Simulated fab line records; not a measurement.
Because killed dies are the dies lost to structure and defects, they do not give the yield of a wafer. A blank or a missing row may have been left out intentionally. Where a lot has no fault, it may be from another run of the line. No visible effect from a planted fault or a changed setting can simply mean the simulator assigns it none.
Lot-split experiment    flow rit cmos    route with 202 steps; 5 lots, 23 wafers read

## ABOUT THE SPLIT
At RIT_NWELL_IMPLANT_08, the setting dose cm2 was moved away from the recipe's 5e+13 on 4 of the 23 wafers read, by -5.7% to +5.4%. This setting was run at the recipe's value on the other wafers.

## FROM THE SPLIT TO THE READING: what the file shows between them, 4 steps
- RIT_NWELL_STRIP_09: strips in O2, time 180 s
- RIT_NWELL_TW_MEAS_10
- RIT_PWELL_STRIP_09: strips in O2, time 180 s (also split here: o2 flow sccm)
- RIT_WELLDRIVE_ANNEAL_00: time 14700 s

## THE READING
Measured at RIT_WELLDRIVE_RS_MEAS_01 by four-point probe: NWELL_RS, in ohm/sq. A value of 275.6 ohm/sq with a standard deviation of 0.64 ohm/sq is what fault-free wafers of this fab line usually give.

wafer   tool, chamber at the split  dose cm2 as run  against the recipe  NWELL_RS, ohm/sq  against lot-mates on the recipe
L074.1  implanter-03, 0             5.271e+13        +5.4%               266.6             -8.8
L074.2  implanter-03, 0             5e+13            recipe              274.9             -
L074.3  implanter-03, 0             5.271e+13        +5.4%               266.7             -8.7
L074.4  implanter-03, 0             5e+13            recipe              275.6             -
L074.6  implanter-03, 0             5e+13            recipe              275.6             -
L077.1  implanter-02, 0             5e+13            recipe              276.9             -
L077.2  implanter-02, 0             5e+13            recipe              275.4             -
L077.3  implanter-02, 0             4.713e+13        -5.7%               285.9             +9.6
L077.4  implanter-02, 0             4.713e+13        -5.7%               286.6             +10.3
L077.6  implanter-02, 0             5e+13            recipe              276.7             -
L078.1  implanter-02, 0             5e+13            recipe              276.0             -
L078.2  implanter-02, 0             5e+13            recipe              276.5             -
L078.3  implanter-02, 0             5e+13            recipe              275.6             -
L078.4  implanter-02, 0             5e+13            recipe              275.9             -
L078.5  implanter-02, 0             5e+13            recipe              275.1             -
L079.2  implanter-03, 0             5e+13            recipe              276.5             -
L079.5  implanter-03, 0             5e+13            recipe              275.9             -
L079.6  implanter-03, 0             5e+13            recipe              276.7             -
L081.1  implanter-02, 0             5e+13            recipe              274.9             -
L081.2  implanter-02, 0             5e+13            recipe              275.0             -
L081.3  implanter-02, 0             5e+13            recipe              275.7             -
L081.4  implanter-02, 0             5e+13            recipe              276.0             -
L081.5  implanter-02, 0             5e+13            recipe              274.9             -

THE FIT
A straight line over all 23 wafers: NWELL_RS changes by -1.76 ohm/sq for each +1% of dose cm2; r = -0.99; the points scatter about the line by 0.64 ohm/sq.
The same after taking each lot's own level away (the mean of its wafers on the recipe; 23 wafers): -1.67 ohm/sq for each +1%; r = -0.99; scatter 0.48 ohm/sq.
Per that fit: largest dose cm2 move, reading shift of 9.6 ohm/sq.
Measured against the standard deviation above, the lots' own levels, which go from 275.30 to 276.37 ohm/sq, span 1.7 times it.
The two slopes are in agreement: the lot-to-lot level therefore moves the slope only a little.
Check: with one of the wafers moved furthest among these (-5.7%) left out of the fit, the line predicts +9.69 ohm/sq for it against its lot-mates. Against them it came out at +9.57 ohm/sq.

## OTHER SPLITS ON THESE WAFERS
These wafers also went through other splits before the reading. Each is held against what the fit with the lots' levels taken away leaves over:
other split on the same wafers   wafers away from the commonest value  r with NWELL_RS (lot level and that fit taken away)
RIT_ACTIVE_ETCH_13 rf w          6                                     +0.11
RIT_FOX2_OXIDATION_00 ox time s  15                                    +0.05
RIT_NWELL_COAT_01 spin rpm       9                                     -0.05
RIT_PWELL_STRIP_09 o2 flow sccm  5                                     -0.08

## THE WHOLE CHAIN: every reading that the file lists as answering this split, in the file's order
step                      what it does                  reading   change (the file's fit)            r (the file's)
RIT_NWELL_TW_MEAS_10                                    NWELL_TW  +7.31 for each +1% of the setting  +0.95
RIT_WELLDRIVE_RS_MEAS_01  measures by four-point-probe  NWELL_RS  -1.67 for each +1% of the setting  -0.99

## THE FILE'S OWN FIT
NWELL_RS changes by -1.67 ohm/sq for each +1% of dose cm2, r = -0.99.
